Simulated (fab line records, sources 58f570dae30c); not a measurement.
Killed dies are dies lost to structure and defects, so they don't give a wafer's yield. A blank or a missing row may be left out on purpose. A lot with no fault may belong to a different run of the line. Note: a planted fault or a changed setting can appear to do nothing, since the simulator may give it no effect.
Which tool is to blame? | flow berkeley cmos170 | 13 lots, 39 wafers sampled, at 4 steps of a route of 331

WHAT EACH GAUGE READ, for each wafer
UCB170_PWELL_THK_MEAS_03. Usual: PWELL_OXIDE_THK typically reads 26.1 nm, with standard deviation 0.61.
lot  | measured    | on            | PWELL_OXIDE_THK (nm) | flag
L522 | day 2 23:11 | film metro-03 | 27.0 26.8 26.9       |
L526 | day 3 09:19 | film metro-04 | 25.5 25.8 26.1       |
L527 | day 3 20:55 | film metro-04 | 25.8 26.1 26.4       |
L529 | day 4 09:11 | film metro-04 | 26.8 27.3 26.8       |
L532 | day 4 23:22 | film metro-02 | 26.1 26.1 25.5       |
L535 | day 5 17:50 | film metro-03 | 25.8 25.6 26.2       |
L536 | day 5 17:51 | film metro-02 | 25.7 25.3 25.8       |
L537 | day 6 00:16 | film metro-02 | 27.1 27.1 27.6       |
L538 | day 6 00:17 | film metro-03 | 26.3 26.2 26.4       |
L540 | day 6 09:38 | film metro-02 | 26.0 26.3 25.9       |
L543 | day 7 02:04 | film metro-03 | 24.3 25.1 24.8       |
L544 | day 7 06:41 | film metro-04 | 26.8 26.7 26.7       |
L545 | day 7 12:31 | film metro-04 | 26.4 26.8 26.3       |

UCB170_PWELL_OVL_MEAS_13. Usual: PWELL_OVL typically reads 2 nm, with standard deviation 5.7.
lot  | measured    | on         | PWELL_OVL (nm) | flag
L522 | day 3 08:47 | overlay-01 | -1 0 0         |
L526 | day 3 19:04 | overlay-02 | -1 3 0         |
L527 | day 4 06:04 | overlay-02 | 2 6 11         |
L529 | day 4 17:25 | overlay-02 | 2 3 5          |
L532 | day 5 07:20 | overlay-02 | 3 10 4         |
L535 | day 6 02:54 | overlay-02 | -1 -2 -7       |
L536 | day 6 02:43 | overlay-01 | 6 7 5          |
L537 | day 6 09:31 | overlay-01 | -8 -4 -3       |
L538 | day 6 10:02 | overlay-02 | 16 2 8         |
L540 | day 6 17:28 | overlay-02 | 1 4 0          |
L543 | day 7 08:23 | overlay-01 | -14 -8 -8      |
L544 | day 7 13:50 | overlay-01 | 8 6 6          |
L545 | day 7 20:05 | overlay-01 | -1 -5 -2       |

UCB170_GATE_CD_MEAS_12: target cd 350 nm. Usual: cd nm reads 349.0 nm (standard deviation 1.2).
lot  | measured     | on        | cd nm (nm)        | flag
L522 | day 6 11:48  | cd sem-01 | 349.9 349.3 348.6 |
L526 | day 6 23:25  | cd sem-01 | 350.2 349.1 348.4 |
L527 | day 7 10:04  | cd sem-02 | 349.8 348.1 348.4 |
L529 | day 7 14:05  | cd sem-02 | 347.9 347.3 348.7 |
L532 | day 8 04:23  | cd sem-01 | 348.5 347.5 347.6 |
L535 | day 9 05:56  | cd sem-02 | 348.3 347.9 347.8 |
L536 | day 9 06:20  | cd sem-01 | 349.8 349.7 349.0 |
L537 | day 9 05:36  | cd sem-01 | 349.6 347.9 349.8 |
L538 | day 9 06:55  | cd sem-02 | 349.0 348.3 348.4 |
L540 | day 9 13:37  | cd sem-02 | 346.8 347.9 348.0 |
L543 | day 10 09:41 | cd sem-01 | 349.6 350.0 350.9 |
L544 | day 10 18:21 | cd sem-01 | 349.5 349.3 349.4 |
L545 | day 11 00:10 | cd sem-02 | 350.6 349.1 349.5 |

WHICH TOOL RAN EACH LOT (tool, then ch and the chambers of the sampled wafers, then the start)
lot  | UCB170_NVT_IMPLANT_07
L522 | implanter-01 ch 0, day 5 19:44
L526 | implanter-04 ch 0, day 6 08:58
L527 | implanter-04 ch 0, day 6 18:04
L529 | implanter-04 ch 0, day 7 03:14
L532 | implanter-04 ch 0, day 7 15:47
L535 | implanter-01 ch 0, day 8 11:24
L536 | implanter-02 ch 0, day 8 10:57
L537 | implanter-01 ch 0, day 8 15:48
L538 | implanter-02 ch 0, day 8 16:05
L540 | implanter-01 ch 0, day 9 00:04
L543 | implanter-01 ch 0, day 9 20:35
L544 | implanter-04 ch 0, day 10 02:04
L545 | implanter-02 ch 0, day 10 09:56
- UCB170_NVT_IMPLANT_07

WHAT THE TOOLS THEMSELVES READ (means of the sampled wafers that have a number; where no wafer has one, the mark that the record gives instead)
UCB170_NVT_IMPLANT_07. Usual: beam on s 10.01 s, standard deviation 0.2; faraday current uA 9.51, standard deviation 0.19; tilt deg 7.004 degrees, standard deviation 0.019.
lot  | tool         | beam on s (s) | faraday current uA | tilt deg (degrees) | flag
L522 | implanter-01 | 10.14         | 9.39               | 6.994              |
L526 | implanter-04 | 9.94          | 9.54               | 7.030              |
L527 | implanter-04 | 10.11         | 9.42               | 7.010              |
L529 | implanter-04 | 9.90          | 9.57               | 6.534              | OFF
L532 | implanter-04 | 10.06         | 9.46               | 6.491              | OFF
L535 | implanter-01 | 9.98          | 9.52               | 6.999              |
L536 | implanter-02 | 9.85          | 9.67               | 6.990              |
L537 | implanter-01 | 10.14         | 9.38               | 6.983              |
L538 | implanter-02 | 9.96          | 9.56               | 7.020              |
L540 | implanter-01 | 10.13         | 9.37               | 6.999              |
L543 | implanter-01 | 10.06         | 9.47               | 6.997              |
L544 | implanter-04 | 10.19         | 9.32               | 6.998              |
L545 | implanter-02 | 9.97          | 9.54               | 7.025              |

THE ANSWER, worked out from the rows above alone
Rule: lot off if the mean of its wafers having a number is beyond 3 standard deviations from the usual mean. A lot without any number at a reading at which 4 lots or more have one is off too. All remaining lots with rows at the step are treated as sound. Order of review: gauges by route order, followed by the tools' own readings, for which a lot's mean as printed above is used. At the first step where some lot is off, the reading lying furthest off is the one used; lots without a number count as furthest.
Off: L529, L532 (UCB170_NVT_IMPLANT_07, tilt deg).
If a tool, at that step or one of the process steps before it, ran each lot that is off and ran no sound lot following the first of them, it fits. No candidate that was tried fits.

WHAT WAS PUT IN BY THE SIMULATOR
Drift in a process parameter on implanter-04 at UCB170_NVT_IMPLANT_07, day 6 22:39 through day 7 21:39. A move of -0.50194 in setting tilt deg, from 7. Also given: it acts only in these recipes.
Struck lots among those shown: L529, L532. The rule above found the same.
